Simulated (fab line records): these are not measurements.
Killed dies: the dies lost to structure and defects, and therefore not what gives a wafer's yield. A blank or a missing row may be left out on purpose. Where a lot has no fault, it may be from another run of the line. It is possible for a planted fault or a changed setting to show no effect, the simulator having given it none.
Which tool did it? ; flow berkeleyCmos170 ; Sampling: 14 lots, 42 wafers, 4 of 331 route steps

## WHAT THE GAUGES SHOWED, per wafer
UCB170_NVT_TW_MEAS_09.
lot;measured;on;NVT_TW
L830;day 6 14:55;filmMetro-01;525 526 524
L832;day 6 15:19;filmMetro-02;519 517 520
L833;day 6 15:12;filmMetro-02;517 518 519
L831;day 6 15:02;filmMetro-02;520 521 519
L834;day 7 09:38;filmMetro-01;528 529 529
L838;day 8 04:56;filmMetro-01;526 529 527
L842;day 8 12:44;filmMetro-02;623 622 619
L840;day 8 13:13;filmMetro-02;520 514 515
L843;day 9 15:20;filmMetro-01;638 636 636
L848;day 10 17:13;filmMetro-02;522 521 520
L852;day 11 05:04;filmMetro-02;521 524 523
L850;day 11 05:37;filmMetro-02;522 522 522
L851;day 11 05:38;filmMetro-04;516 515 516
L849;day 11 05:21;filmMetro-02;519 520 518

## EACH LOT AND THE TOOL THAT RAN IT (in order: tool; ch and the chambers of the sampled wafers; start)
lot;UCB170_ACTIVE_ETCH_15;UCB170_ACTIVE_STRIP_16;UCB170_NVT_IMPLANT_07
L830;rieDiel-03 ch 0,1, day 4 23:59;plasmaAsher-04 ch 0,1, day 5 00:05;implanter-01 ch 0, day 6 14:41
L832;rieDiel-02 ch 0,3, day 5 05:40;plasmaAsher-04 ch 0,1, day 5 05:46;implanter-03 ch 0, day 6 15:05
L833;rieDiel-01 ch 0,2,3, day 5 05:56;plasmaAsher-01 ch 0,1, day 5 06:04;implanter-01 ch 0, day 6 14:59
L831;rieDiel-03 ch 0,2,3, day 5 06:13;plasmaAsher-04 ch 0,1, day 5 06:19;implanter-04 ch 0, day 6 14:47
L834;rieDiel-03 ch 0,1, day 5 20:08;plasmaAsher-03 ch 0,1, day 5 20:17;implanter-03 ch 0, day 7 09:23
L838;rieDiel-03 ch 0,2,3, day 6 11:53;plasmaAsher-03 ch 0,1, day 6 11:59;implanter-04 ch 0, day 8 04:42
L842;rieDiel-03 ch 0,1,2, day 7 00:20;plasmaAsher-03 ch 0,1, day 7 00:26;implanter-04 ch 0, day 8 12:29
L840;rieDiel-02 ch 0,2,3, day 7 00:42;plasmaAsher-01 ch 0,1, day 7 00:48;implanter-03 ch 0, day 8 12:58
L843;rieDiel-01 ch 1,2,3, day 7 16:28;plasmaAsher-01 ch 0,1, day 7 16:34;implanter-04 ch 0, day 9 15:05
L848;rieDiel-02 ch 1,2,3, day 8 15:02;plasmaAsher-03 ch 0,1, day 8 15:10;implanter-01 ch 0, day 10 16:59
L852;rieDiel-01 ch 0,1,2, day 9 05:35;plasmaAsher-03 ch 0,1, day 9 05:41;implanter-01 ch 0, day 11 04:49
L850;rieDiel-02 ch 0,3, day 9 06:17;plasmaAsher-01 ch 0,1, day 9 06:23;implanter-01 ch 0, day 11 05:22
L851;rieDiel-01 ch 0,1,3, day 9 06:22;plasmaAsher-03 ch 0,1, day 9 06:28;implanter-03 ch 0, day 11 05:23
L849;rieDiel-03 ch 0,1, day 9 06:25;plasmaAsher-01 ch 0,1, day 9 06:31;implanter-01 ch 0, day 11 05:07
- UCB170_ACTIVE_ETCH_15: etches Si3N4 in CH3F/Ar/O2, stops on SiO2, target depth 242 nm, time 151 s.
- UCB170_ACTIVE_STRIP_16: strips in O2.
- UCB170_NVT_IMPLANT_07

## WHAT THE TOOLS THEMSELVES READ (means of the sampled wafers that have a number; where no wafer has one, the mark that the record gives instead)
UCB170_ACTIVE_ETCH_15.
lot;tool;drypumpMotorCurrentA (A);oesProductAu (a.u.);throttleValvePct (%)
L830;rieDiel-03;5.7;0.923;7.89
L832;rieDiel-02;6.1;0.955;8.05
L833;rieDiel-01;5.6;0.949;8.01
L831;rieDiel-03;5.8;0.937;7.97
L834;rieDiel-03;5.7;0.931;7.89
L838;rieDiel-03;5.8;0.949;7.96
L842;rieDiel-03;5.7;0.936;7.98
L840;rieDiel-02;5.6;0.958;7.99
L843;rieDiel-01;5.6;0.944;8.08
L848;rieDiel-02;5.4;0.944;8.04
L852;rieDiel-01;5.4;0.940;8.05
L850;rieDiel-02;6.0;0.961;8.03
L851;rieDiel-01;5.7;0.940;8.07
L849;rieDiel-03;5.7;0.919;8.00

UCB170_ACTIVE_STRIP_16.
lot;tool;drypumpMotorCurrentA (A);oesProductAu (a.u.);stripTimeToEndpointS (s)
L830;plasmaAsher-04;5.47;0.724;18.09
L832;plasmaAsher-04;5.54;0.724;18.08
L833;plasmaAsher-01;5.56;0.722;18.13
L831;plasmaAsher-04;5.48;0.719;18.02
L834;plasmaAsher-03;5.50;0.720;18.08
L838;plasmaAsher-03;5.55;0.723;18.11
L842;plasmaAsher-03;5.57;0.725;18.11
L840;plasmaAsher-01;5.57;0.720;18.05
L843;plasmaAsher-01;5.66;0.719;18.09
L848;plasmaAsher-03;5.54;0.721;18.11
L852;plasmaAsher-03;5.56;0.718;18.15
L850;plasmaAsher-01;5.58;0.719;18.09
L851;plasmaAsher-03;5.54;0.720;18.10
L849;plasmaAsher-01;5.65;0.722;18.12

UCB170_NVT_IMPLANT_07.
lot;tool;doseIonsCm2;faradayCurrentUA
L830;implanter-01;3e+12;9.62
L832;implanter-03;3e+12;9.42
L833;implanter-01;3e+12;9.65
L831;implanter-04;3e+12;9.51
L834;implanter-03;3e+12;9.65
L838;implanter-04;3e+12;9.28
L842;implanter-04;5e+12;17.17
L840;implanter-03;3e+12;9.39
L843;implanter-04;5e+12;17.21
L848;implanter-01;3e+12;9.48
L852;implanter-01;3e+12;9.36
L850;implanter-01;3e+12;9.44
L851;implanter-03;3e+12;9.48
L849;implanter-01;3e+12;9.38

## THE ANSWER, worked out from the rows above alone
Rule: the usual values come from the lots themselves. Put in order of their means at a reading, lots are off if they are a third of the lots or fewer, leave a main group of 4 or more, and stand apart from it by a gap of 3 or more times the standard deviation of the main group's means; of several such gaps the widest counts. Not used: any main group whose means are identical at the precision the tables above print for the reading. Also off: a lot with no number at a reading for which 4 or more lots have one. Any other lot the step has rows for is counted as sound. The gauges are gone through in route order, then the tools' own readings, and for those a lot's mean is taken as printed above. At the first step where some lot is off, the reading lying furthest off is the one used; lots without a number count as furthest.
Off: L842, L843, seen at UCB170_NVT_TW_MEAS_09 (NVT_TW). Mean 521 and standard deviation 4 in the main group.
A tool fits if, at a process step before that reading, it ran every lot that is off, and no sound lot after the first of them. The gauges at UCB170_NVT_TW_MEAS_09 aren't tried: what is off there is off at UCB170_NVT_IMPLANT_07 too, on other tools, and a gauge's error can't cause that. One fits: implanter-04 at UCB170_NVT_IMPLANT_07. Its last sound lot is L838 (day 8 04:42), its first lot that is off L842 (day 8 12:29): a fault that began between those two fits.
The tool's own readings at UCB170_NVT_IMPLANT_07 bear it out: on the lots that are off they differ by more than 5 times the standard deviation of the sound lots' means. doseIonsCm2 reads 5e+12 there against 3e+12 on the sound lots; faradayCurrentUA reads 17.19 there against 9.47 on the sound lots.

## WHAT THE SIMULATOR HAD PUT IN
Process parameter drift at UCB170_NVT_IMPLANT_07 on implanter-04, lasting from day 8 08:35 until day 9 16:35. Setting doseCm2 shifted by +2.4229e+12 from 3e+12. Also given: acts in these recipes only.
Lots struck among those shown: L842, L843. The same result came from the rule above.
